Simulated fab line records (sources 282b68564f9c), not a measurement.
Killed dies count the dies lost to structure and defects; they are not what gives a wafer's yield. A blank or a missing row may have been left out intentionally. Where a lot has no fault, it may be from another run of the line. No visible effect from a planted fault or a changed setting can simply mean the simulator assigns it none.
Which tool did it? | flow rit cmos | 21 wafers from 7 lots sampled at 2 of the route's 202 steps

## WHAT THE GAUGES READ, wafer by wafer
RIT_ACTIVE_THK_MEAS_02.
lot  | measured    | on            | ACTIVE_OXIDE_THK (nm)
L303 | day 1 23:19 | film metro-01 | 46.2 46.4 46.5
L306 | day 2 14:08 | film metro-01 | 45.8 46.2 45.7
L309 | day 3 04:03 | film metro-01 | 47.0 47.9 47.1
L312 | day 3 19:21 | film metro-01 | 45.4 45.5 45.0
L316 | day 4 15:19 | film metro-04 | 46.6 45.8 46.4
L318 | day 5 01:03 | film metro-02 | 47.2 46.9 47.3
L321 | day 5 20:45 | film metro-02 | 47.8 47.6 48.0

## WHICH TOOL RAN EACH LOT (tool, then ch and the chambers of the sampled wafers, then the start)
lot  | RIT_ACTIVE_OXIDATION_01
L303 | furnace-01 ch 0, day 1 21:22
L306 | furnace-01 ch 0, day 2 12:11
L309 | furnace-03 ch 0, day 3 02:07
L312 | furnace-03 ch 0, day 3 17:25
L316 | furnace-04 ch 0, day 4 13:22
L318 | furnace-01 ch 0, day 4 23:07
L321 | furnace-01 ch 0, day 5 18:49
- RIT_ACTIVE_OXIDATION_01: target thk 46.8 nm, ox time 3360 s.

## THE ANSWER, worked out from the rows above alone
Rule: the usual values come from the lots themselves. Put in order of their means at a reading, lots are off if they are a third of the lots or fewer, leave a main group of 4 or more, and stand apart from it by a gap of 3 or more times the standard deviation of the main group's means; of several such gaps the widest counts. Not used: any main group whose means are identical at the precision the tables above print for the reading. A lot without any number at a reading at which 4 lots or more have one is off too. All remaining lots with rows at the step are treated as sound.
Nothing can be told from this: no lot is off at any reading shown.

## WHAT THE SIMULATOR PUT IN
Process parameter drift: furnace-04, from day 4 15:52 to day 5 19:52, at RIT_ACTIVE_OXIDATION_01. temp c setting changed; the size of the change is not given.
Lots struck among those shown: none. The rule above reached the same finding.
